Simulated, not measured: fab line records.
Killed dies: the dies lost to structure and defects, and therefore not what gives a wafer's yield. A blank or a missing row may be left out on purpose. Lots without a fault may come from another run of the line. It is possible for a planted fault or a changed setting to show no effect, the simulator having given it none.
A struck lot beside a sound one	flow berkeley_cmos170	14 out of 331 route steps
Sound: these wafers, L778.4, L778.5, L778.6. The struck wafers were L775.1, L775.5, L775.6. The cause is named last.
Each step with rows lists, per side, the tool, then ch with its chambers, then its first start. Under that, the readings that differ: sound wafers	struck wafers	difference of the means	sigmas: that difference in standard deviations of wafers without a fault.
alike: a reading whose means differ by less than 2 such deviations, as well as words and numbers matching on both sides. not compared: withheld readings; readings where some wafer has no value; bounds like >300 that might hide an equal value; numbers whose values overlap and for which the record gives no deviation.
A row with sigmas, a row that says differs or no value, or rows on one side alone: a step with any of these is where the two part. Non-overlapping numbers with no deviation appear without sigmas and do not part them. Lack of a reading on every wafer of one side parts them only where that side has two or more wafers.

first, 3 steps without rows for these wafers: UCB170_PWELL_EXPOSE_10 (exposes mask PWELL, target cd 3000 nm); UCB170_PWELL_PEB_11; UCB170_PWELL_DEVELOP_12 (develop time 45 s).
UCB170_PWELL_OVL_MEAS_13:
  sound on overlay-02, day 7 22:41; struck on overlay-01, day 7 15:28
  alike: PWELL_OVL
UCB170_PWELL_ETCH_14: etches Si3N4 in CH3F/Ar/O2, stops on SiO2, target depth 242 nm, time 156.7 s.
  sound on rie_diel-03 ch 0,1,3, day 7 22:45; struck on rie_diel-04 ch 0,1,2, day 7 15:30
  alike: chamber_pressure_mTorr, drypump_motor_current_A, oes_product_au, throttle_valve_pct
  not compared: rf_hours_counter_h
after that, 1 step had no rows for these wafers: UCB170_PWELL_IMPLANT_15.
UCB170_PWELL_STRIP_16: strips in O2.
  sound on plasma_asher-03 ch 0,1, day 7 22:59; struck on plasma_asher-02 ch 0,1, day 7 15:45
  alike: chamber_pressure_mTorr, drypump_motor_current_A, o2_flow_sccm, oes_product_au, strip_time_to_endpoint_s
  not compared: rf_hours_counter_h
UCB170_PWELL_TW_MEAS_17:
  sound on film_metro-02, day 7 23:05; struck on film_metro-03, day 7 15:53
  alike: PWELL_TW
then, 4 steps without rows for these wafers: UCB170_PWELL_CLEAN_18 (cleans in SPM, time 600 s); UCB170_PWELL_WET_ETCH_19 (etches Si3N4 in H3PO4, time 14400 s); UCB170_PWELL_WET_ETCH_20 (etches SiO2 in BOE, time 22 s); UCB170_WELLDRIVE_CLEAN_00 (cleans in SPM, time 600 s).
UCB170_WELLDRIVE_OXIDATION_01: target thk 199 nm, ox time 9000 s.
  sound on furnace-01 ch 0, day 8 08:52; struck on furnace-01, day 7 23:32
  no value came back on the struck wafers for any of 5 readings (ox_temp_c (C), ox_temp_c_max and others); on the sound wafers ox_temp_c (C) reads 1100.0 1099.7 1099.8
then, 1 step without rows for these wafers: UCB170_WELLDRIVE_ANNEAL_03 (time 900 s).

WHERE THEY PART
Only at UCB170_WELLDRIVE_OXIDATION_01, as far as this record shows.

WHY: the cause the simulator had injected
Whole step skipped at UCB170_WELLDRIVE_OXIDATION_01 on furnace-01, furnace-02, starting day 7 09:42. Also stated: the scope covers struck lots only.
